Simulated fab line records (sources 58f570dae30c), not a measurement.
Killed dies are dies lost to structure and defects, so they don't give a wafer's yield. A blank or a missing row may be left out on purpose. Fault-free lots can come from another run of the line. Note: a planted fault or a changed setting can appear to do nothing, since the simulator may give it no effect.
Check of tool commonality :: flow berkeley_cmos170 :: Lots sampled 14, wafers sampled 42

== THE REASON FOR OPENING IT ==
Of 14 lots, 2 have the reading SILICIDE_TI_RS flagged at UCB170_SILICIDE_RS_MEAS_02. Fault-free wafers read 26.1 ohm/sq, with a standard deviation of 0.4.
Rule: a lot is flagged in two cases, either no wafer of it has a number, or all its wafers with numbers fall more than 4 standard deviations from that mean. The other lots count as sound.

lot: L700
measured: day 8 20:00
on: film_metro-02
SILICIDE_TI_RS (ohm/sq), wafer by wafer: 26.9 27.0 26.7
flag: 

lot: L699
measured: day 8 20:25
on: film_metro-02
SILICIDE_TI_RS (ohm/sq), wafer by wafer: 25.5 25.5 25.4
flag: 

lot: L698
measured: day 8 21:56
on: film_metro-02
SILICIDE_TI_RS (ohm/sq), wafer by wafer: 26.3 26.7 26.4
flag: 

lot: L701
measured: day 8 22:16
on: film_metro-02
SILICIDE_TI_RS (ohm/sq), wafer by wafer: 26.0 26.0 26.3
flag: 

lot: L705
measured: day 9 10:46
on: film_metro-02
SILICIDE_TI_RS (ohm/sq), wafer by wafer: 21.5 21.2 21.4
flag: FLAGGED

lot: L709
measured: day 9 17:25
on: film_metro-02
SILICIDE_TI_RS (ohm/sq), wafer by wafer: 20.9 21.1 21.1
flag: FLAGGED

lot: L707
measured: day 10 07:56
on: film_metro-02
SILICIDE_TI_RS (ohm/sq), wafer by wafer: 26.2 26.2 25.9
flag: 

lot: L710
measured: day 10 07:58
on: film_metro-03
SILICIDE_TI_RS (ohm/sq), wafer by wafer: 26.4 26.2 26.1
flag: 

lot: L715
measured: day 11 14:26
on: film_metro-02
SILICIDE_TI_RS (ohm/sq), wafer by wafer: 25.8 26.5 26.1
flag: 

lot: L718
measured: day 11 14:40
on: film_metro-02
SILICIDE_TI_RS (ohm/sq), wafer by wafer: 26.3 26.3 26.0
flag: 

lot: L716
measured: day 11 14:58
on: film_metro-03
SILICIDE_TI_RS (ohm/sq), wafer by wafer: 26.0 26.3 26.2
flag: 

lot: L717
measured: day 11 15:21
on: film_metro-02
SILICIDE_TI_RS (ohm/sq), wafer by wafer: 26.3 26.6 27.0
flag: 

lot: L720
measured: day 12 16:09
on: film_metro-02
SILICIDE_TI_RS (ohm/sq), wafer by wafer: 26.3 26.1 26.3
flag: 

lot: L719
measured: day 12 16:35
on: film_metro-03
SILICIDE_TI_RS (ohm/sq), wafer by wafer: 26.0 26.2 26.2
flag: 
The numbers of the flagged lots are 21.2 ohm/sq on average: -4.9 ohm/sq against the usual, or -12 standard deviations.

== WHICH TOOL EACH LOT WENT THROUGH ==
Before the reading, the record contains 2 process steps out of a 331-step route. In each cell: the tool, then ch and the chambers that the sampled wafers went through, then the start.
lot: L700
flag: 
UCB170_SDANNEAL_RTA_01: rtp_anneal-02 ch 0, day 8 19:19
UCB170_SILICIDE_SPUTTER_01: pvd_sputter-01, day 8 19:55

lot: L699
flag: 
UCB170_SDANNEAL_RTA_01: rtp_anneal-01 ch 0, day 8 19:46
UCB170_SILICIDE_SPUTTER_01: pvd_sputter-04, day 8 20:22

lot: L698
flag: 
UCB170_SDANNEAL_RTA_01: rtp_anneal-01 ch 0, day 8 21:14
UCB170_SILICIDE_SPUTTER_01: pvd_sputter-01, day 8 21:53

lot: L701
flag: 
UCB170_SDANNEAL_RTA_01: rtp_anneal-02 ch 0, day 8 21:20
UCB170_SILICIDE_SPUTTER_01: pvd_sputter-04, day 8 22:14

lot: L705
flag: FLAGGED
UCB170_SDANNEAL_RTA_01: rtp_anneal-01 ch 0, day 9 10:08
UCB170_SILICIDE_SPUTTER_01: pvd_sputter-02, day 9 10:44

lot: L709
flag: FLAGGED
UCB170_SDANNEAL_RTA_01: rtp_anneal-01 ch 0, day 9 16:47
UCB170_SILICIDE_SPUTTER_01: pvd_sputter-02, day 9 17:23

lot: L707
flag: 
UCB170_SDANNEAL_RTA_01: rtp_anneal-02 ch 0, day 10 07:17
UCB170_SILICIDE_SPUTTER_01: pvd_sputter-01, day 10 07:53

lot: L710
flag: 
UCB170_SDANNEAL_RTA_01: rtp_anneal-01 ch 0, day 10 07:19
UCB170_SILICIDE_SPUTTER_01: pvd_sputter-04, day 10 07:53

lot: L715
flag: 
UCB170_SDANNEAL_RTA_01: rtp_anneal-01 ch 0, day 11 13:48
UCB170_SILICIDE_SPUTTER_01: pvd_sputter-01, day 11 14:25

lot: L718
flag: 
UCB170_SDANNEAL_RTA_01: rtp_anneal-02 ch 0, day 11 13:49
UCB170_SILICIDE_SPUTTER_01: pvd_sputter-04, day 11 14:25

lot: L716
flag: 
UCB170_SDANNEAL_RTA_01: rtp_anneal-01 ch 0, day 11 14:20
UCB170_SILICIDE_SPUTTER_01: pvd_sputter-01, day 11 14:56

lot: L717
flag: 
UCB170_SDANNEAL_RTA_01: rtp_anneal-01 ch 0, day 11 14:43
UCB170_SILICIDE_SPUTTER_01: pvd_sputter-04, day 11 15:19

lot: L720
flag: 
UCB170_SDANNEAL_RTA_01: rtp_anneal-01 ch 0, day 12 15:29
UCB170_SILICIDE_SPUTTER_01: pvd_sputter-01, day 12 16:05

lot: L719
flag: 
UCB170_SDANNEAL_RTA_01: rtp_anneal-01 ch 0, day 12 15:54
UCB170_SILICIDE_SPUTTER_01: pvd_sputter-01, day 12 16:34
What is done by these steps:
- UCB170_SDANNEAL_RTA_01: time 5 s.
- UCB170_SILICIDE_SPUTTER_01: material Ti, target thk 30 nm, time 25 s.
- UCB170_SILICIDE_RS_MEAS_02: measures by four-point-probe.

== FLAGGED AGAINST TOTAL, ONE TOOL AT A TIME (gauges that did the reading follow at the end) ==
step: UCB170_SDANNEAL_RTA_01
tool: rtp_anneal-01
lots run: 10
flagged: 2
share of the flagged lots: all
sound lots run after its first flagged lot: 6 (L710,L715,L716,L717,L720,L719)

step: UCB170_SDANNEAL_RTA_01
tool: rtp_anneal-02
lots run: 4
flagged: 0
share of the flagged lots: none
sound lots run after its first flagged lot: -

step: UCB170_SILICIDE_SPUTTER_01
tool: pvd_sputter-01
lots run: 7
flagged: 0
share of the flagged lots: none
sound lots run after its first flagged lot: -

step: UCB170_SILICIDE_SPUTTER_01
tool: pvd_sputter-02
lots run: 2
flagged: 2
share of the flagged lots: all
sound lots run after its first flagged lot: 0

step: UCB170_SILICIDE_SPUTTER_01
tool: pvd_sputter-04
lots run: 5
flagged: 0
share of the flagged lots: none
sound lots run after its first flagged lot: -

step: UCB170_SILICIDE_RS_MEAS_02
tool: film_metro-02
lots run: 11
flagged: 2
share of the flagged lots: all
sound lots run after its first flagged lot: 5 (L707,L715,L718,L717,L720)

step: UCB170_SILICIDE_RS_MEAS_02
tool: film_metro-03
lots run: 3
flagged: 0
share of the flagged lots: none
sound lots run after its first flagged lot: -

== WHAT IS ALLOWED BY THE TABLE ==
Rows of the table that ran every flagged lot, 3 in all: rtp_anneal-01 at UCB170_SDANNEAL_RTA_01, pvd_sputter-02 at UCB170_SILICIDE_SPUTTER_01, film_metro-02 at UCB170_SILICIDE_RS_MEAS_02.
- rtp_anneal-01 at UCB170_SDANNEAL_RTA_01: 2 of its 10 lots flagged. After the first flagged lot (L710, L715, L716, L717, L720, L719), sound lots still ran on it; a lasting fault on the whole tool would not permit that.
- pvd_sputter-02 at UCB170_SILICIDE_SPUTTER_01: 2 of its 2 lots flagged. It ran no sound lot before its first flagged lot in this sample, so the start can't be narrowed down.
- film_metro-02 at UCB170_SILICIDE_RS_MEAS_02: 2 of its 11 lots flagged. After the first flagged lot (L707, L715, L718, L717, L720), sound lots still ran on it; a lasting fault on the whole tool would not permit that.
What remains is a single tool, pvd_sputter-02 at UCB170_SILICIDE_SPUTTER_01.

== WHAT THE SIMULATOR PUT IN ==
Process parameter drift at UCB170_SILICIDE_SPUTTER_01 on pvd_sputter-02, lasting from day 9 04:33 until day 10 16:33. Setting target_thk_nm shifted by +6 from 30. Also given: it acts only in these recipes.
Lots struck among those shown: L705, L709. This agrees with what the rule above found.
